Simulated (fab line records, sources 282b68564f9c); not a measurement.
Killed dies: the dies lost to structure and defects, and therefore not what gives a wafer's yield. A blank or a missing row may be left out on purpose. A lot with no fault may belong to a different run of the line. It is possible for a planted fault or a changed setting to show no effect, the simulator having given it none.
The same fault as seen by 2 desks + flow rit-cmos + each desk holds nothing but its own numbers, with what lay behind them at the end

## THE TOOL OWNER'S DESK: lpcvd-01
The tool's own readings at RIT_ACTIVE_CVD_03 (deposits Si3N4 from SiH2Cl2/NH3, target thk 150 nm, time 1500 s): means of the sampled wafers that have a number, for each lot that ran on this tool. Marked OUT: a lot whose mean sits more than 4 standard deviations from the usual mean, which makes it out of limits; the brackets give that distance.
Columns: A = spike-tc-source-C at RIT_ACTIVE_CVD_03, usual 835 C; B = zone-power-load-pct at RIT_ACTIVE_CVD_03, usual 20.4 %
| lot  | first seen here | A   | B    |
|------|-----------------|-----|------|
| L678 | day 1 22:07     | 830 | 21.9 |
| L680 | day 2 08:07     | 829 | 21.8 |
| L695 | day 5 12:35     | 830 | 21.7 |
| L696 | day 5 16:07     | 838 | 20.5 |
| L699 | day 6 07:26     | 839 | 20.5 |
This desk's finding: nothing out of limits on any of the 5 lots.

## METROLOGY DESK
Lot by lot, what the gauges showed, no matter which tool ran the lot: averages of those sampled wafers that carry a number. Marked OUT: a lot whose mean sits more than 4 standard deviations from the usual mean, which makes it out of limits; the brackets give that distance.
Columns: A = ACTIVE_NITRIDE_THK at RIT_ACTIVE_THK_MEAS_04, usual 150.0 nm; B = FIELD_OXIDE_LEFT_1_THK at RIT_FOX2_THK_MEAS_90, usual 318 nm; C = NRETRO_TW at RIT_NRETRO_TW_MEAS_10, usual 1059
| lot  | first seen here | A               | B   | C    |
|------|-----------------|-----------------|-----|------|
| L676 | day 1 14:14     | 146.6           | 316 | 1057 |
| L678 | day 1 23:32     | 149.3           | 317 | 1060 |
| L680 | day 2 09:32     | 204.7 (+30) OUT | 309 | 1068 |
| L681 | day 2 15:14     | 152.6           | 313 | 1053 |
| L687 | day 3 21:15     | 148.6           | 314 | 1066 |
| L689 | day 4 07:14     | 148.9           | 324 | 1066 |
| L693 | day 5 03:15     | 148.7           | 324 | 1051 |
| L694 | day 5 11:04     | 147.8           | 306 | 1048 |
| L695 | day 5 14:02     | 150.2           | 325 | 1065 |
| L696 | day 5 17:32     | 150.4           | 322 | 1053 |
| L697 | day 6 00:49     | 149.9           | 325 | 1046 |
| L698 | day 6 05:24     | 148.3           | 309 | 1061 |
| L699 | day 6 08:52     | 151.0           | 321 | 1063 |
This desk reports L680 out of limits; the earliest was L680 at day 2 09:32 (ACTIVE_NITRIDE_THK at RIT_ACTIVE_THK_MEAS_04). In limits: L676, L678, L681, L687, L689, L693, L694, L695, L696, L697, L698, L699.

## PUT TOGETHER
At day 2 09:32 the metrology desk could have sounded an alarm, on L680.
The desk of the tool owner found nothing out of limits.
Tool owner's desk: L680 on record, inside its limits.
On lpcvd-01, each named lot ran RIT_ACTIVE_CVD_03.

## WHAT THE SIMULATOR HAD INSERTED
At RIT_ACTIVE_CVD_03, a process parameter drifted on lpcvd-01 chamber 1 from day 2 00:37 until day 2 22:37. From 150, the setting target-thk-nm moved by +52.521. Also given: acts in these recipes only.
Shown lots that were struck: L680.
Hours from the fault's start to each desk's first reading out of limits: the metrology desk, 9.
